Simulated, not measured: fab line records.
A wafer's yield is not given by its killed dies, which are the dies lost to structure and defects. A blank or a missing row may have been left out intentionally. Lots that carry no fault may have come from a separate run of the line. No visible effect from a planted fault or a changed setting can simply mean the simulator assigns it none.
Which of the tools did it? + flow berkeley-cmos170 + 14 lots with 42 wafers sampled at 4 steps, on a route of 331 steps

## WHAT THE GAUGES SHOWED, per wafer
UCB170_START_BOW_MEAS_00.
| lot  | measured    | on            | INCOMING_BOW (um) |
|------|-------------|---------------|-------------------|
| L163 | day 1 20:01 | film-metro-03 | 8 5 0             |
| L165 | day 2 06:02 | film-metro-03 | -3 -3 -7          |
| L167 | day 2 16:00 | film-metro-02 | 3 -7 0            |
| L168 | day 2 21:04 | film-metro-02 | -6 5 -4           |
| L169 | day 3 02:00 | film-metro-02 | -7 -12 2          |
| L171 | day 3 12:01 | film-metro-02 | 6 -6 3            |
| L173 | day 3 22:02 | film-metro-03 | -2 -13 0          |
| L174 | day 4 03:00 | film-metro-02 | -5 1 -3           |
| L175 | day 4 08:01 | film-metro-03 | -7 5 9            |
| L179 | day 5 04:02 | film-metro-01 | 9 7 3             |
| L180 | day 5 09:04 | film-metro-02 | 14 -12 -10        |
| L182 | day 5 19:01 | film-metro-01 | 10 3 3            |
| L183 | day 6 00:00 | film-metro-01 | 6 4 2             |
| L184 | day 6 05:00 | film-metro-02 | 7 -3 4            |

UCB170_SDANNEAL_RS_MEAS_02: measurement is done with a four-point probe.
| lot  | measured     | on            | PSD_RS (ohm/sq)   |
|------|--------------|---------------|-------------------|
| L163 | day 6 18:20  | film-metro-02 | 76.17 75.51 75.38 |
| L165 | day 7 21:36  | film-metro-01 | 75.08 74.83 75.28 |
| L167 | day 7 21:44  | film-metro-02 | 75.68 75.72 75.52 |
| L168 | day 8 15:25  | film-metro-03 | 75.58 75.52 75.86 |
| L169 | day 8 15:05  | film-metro-02 | 75.31 75.48 75.46 |
| L171 | day 9 09:26  | film-metro-02 | 75.64 75.86 75.66 |
| L173 | day 9 09:06  | film-metro-03 | 75.57 75.62 75.80 |
| L174 | day 9 13:49  | film-metro-01 | 75.97 76.29 76.25 |
| L175 | day 9 13:29  | film-metro-03 | 75.63 75.36 75.60 |
| L179 | day 10 09:39 | film-metro-02 | 75.68 75.65 75.60 |
| L180 | day 11 05:08 | film-metro-02 | 75.45 75.81 75.76 |
| L182 | day 11 04:28 | film-metro-02 | 75.51 75.63 75.62 |
| L183 | day 11 04:34 | film-metro-03 | 75.31 74.98 75.16 |
| L184 | day 11 05:02 | film-metro-03 | 75.39 75.41 75.45 |

UCB170_M2_OVL_MEAS_16.
| lot  | measured     | on         | M2_OVL (nm) |
|------|--------------|------------|-------------|
| L163 | day 7 13:43  | overlay-01 | -1 -5 1     |
| L165 | day 8 14:30  | overlay-01 | -6 -4 3     |
| L167 | day 8 14:22  | overlay-02 | -1 4 -4     |
| L168 | day 9 09:28  | overlay-01 | 0 -6 -1     |
| L169 | day 9 09:07  | overlay-02 | 7 5 3       |
| L171 | day 10 07:02 | overlay-01 | 3 -4 5      |
| L173 | day 10 06:53 | overlay-01 | 4 0 -5      |
| L174 | day 10 09:33 | overlay-02 | 3 0 4       |
| L175 | day 10 10:04 | overlay-02 | -3 7 -2     |
| L179 | day 11 09:42 | overlay-01 | -8 -1 -2    |
| L180 | day 12 02:26 | overlay-01 | -5 2 -5     |
| L182 | day 11 22:47 | overlay-01 | -8 -1 -6    |
| L183 | day 11 22:52 | overlay-01 | 4 1 7       |
| L184 | day 12 02:04 | overlay-01 | 8 8 -2      |

## TOOL THAT RAN EACH LOT (tool first, then ch and the chambers of the sampled wafers, then the start)
| lot  | UCB170_SILICIDE_SPUTTER_01   |
|------|------------------------------|
| L163 | pvd-sputter-02, day 6 18:52  |
| L165 | pvd-sputter-01, day 7 22:06  |
| L167 | pvd-sputter-04, day 7 22:17  |
| L168 | pvd-sputter-04, day 8 15:54  |
| L169 | pvd-sputter-01, day 8 15:38  |
| L171 | pvd-sputter-02, day 9 09:58  |
| L173 | pvd-sputter-01, day 9 09:37  |
| L174 | pvd-sputter-04, day 9 14:22  |
| L175 | pvd-sputter-02, day 9 14:01  |
| L179 | pvd-sputter-04, day 10 10:10 |
| L180 | pvd-sputter-01, day 11 05:40 |
| L182 | pvd-sputter-02, day 11 05:00 |
| L183 | pvd-sputter-01, day 11 05:06 |
| L184 | pvd-sputter-02, day 11 05:35 |
- UCB170_SILICIDE_SPUTTER_01: material Ti, target thk 30 nm, time 25 s.

## WHAT THE TOOLS THEMSELVES READ (means of the sampled wafers that have a number; where no wafer has one, the mark that the record gives instead)
UCB170_SILICIDE_SPUTTER_01.
| lot  | tool           | chamber-pressure-pa (Pa) | throttle-valve-pct (%) |
|------|----------------|--------------------------|------------------------|
| L163 | pvd-sputter-02 | 0.5001                   | 30.5                   |
| L165 | pvd-sputter-01 | 0.4997                   | 29.1                   |
| L167 | pvd-sputter-04 | 0.5007                   | 30.2                   |
| L168 | pvd-sputter-04 | 0.5001                   | 30.3                   |
| L169 | pvd-sputter-01 | 0.4997                   | 29.5                   |
| L171 | pvd-sputter-02 | 0.4991                   | 29.1                   |
| L173 | pvd-sputter-01 | 0.5008                   | 29.5                   |
| L174 | pvd-sputter-04 | 0.5001                   | 29.5                   |
| L175 | pvd-sputter-02 | 0.5007                   | 30.4                   |
| L179 | pvd-sputter-04 | 0.4997                   | 29.5                   |
| L180 | pvd-sputter-01 | 0.4996                   | 29.9                   |
| L182 | pvd-sputter-02 | 0.4999                   | 29.0                   |
| L183 | pvd-sputter-01 | 0.4998                   | 30.3                   |
| L184 | pvd-sputter-02 | 0.4998                   | 29.1                   |

## THE ANSWER, worked out from the rows above alone
Rule: usual is defined by the lots themselves. Put in order of their means at a reading, lots are off if they are a third of the lots or fewer, leave a main group of 4 or more, and stand apart from it by a gap of 3 or more times the standard deviation of the main group's means; of several such gaps the widest counts. A main group whose means are all the same, to the digits that the tables above print for the reading, isn't used. Also off: a lot with no number at a reading for which 4 or more lots have one. The other lots that the step has rows for count as sound. After the gauges, taken in route order, come the tools' own readings; for these a lot's mean is taken, as printed above. At the first step where some lot is off, the reading lying furthest off is the one used; lots without a number count as furthest.
Across all readings shown, no lot is off: no conclusion can be drawn from this.

## WHAT THE SIMULATOR HAD INSERTED
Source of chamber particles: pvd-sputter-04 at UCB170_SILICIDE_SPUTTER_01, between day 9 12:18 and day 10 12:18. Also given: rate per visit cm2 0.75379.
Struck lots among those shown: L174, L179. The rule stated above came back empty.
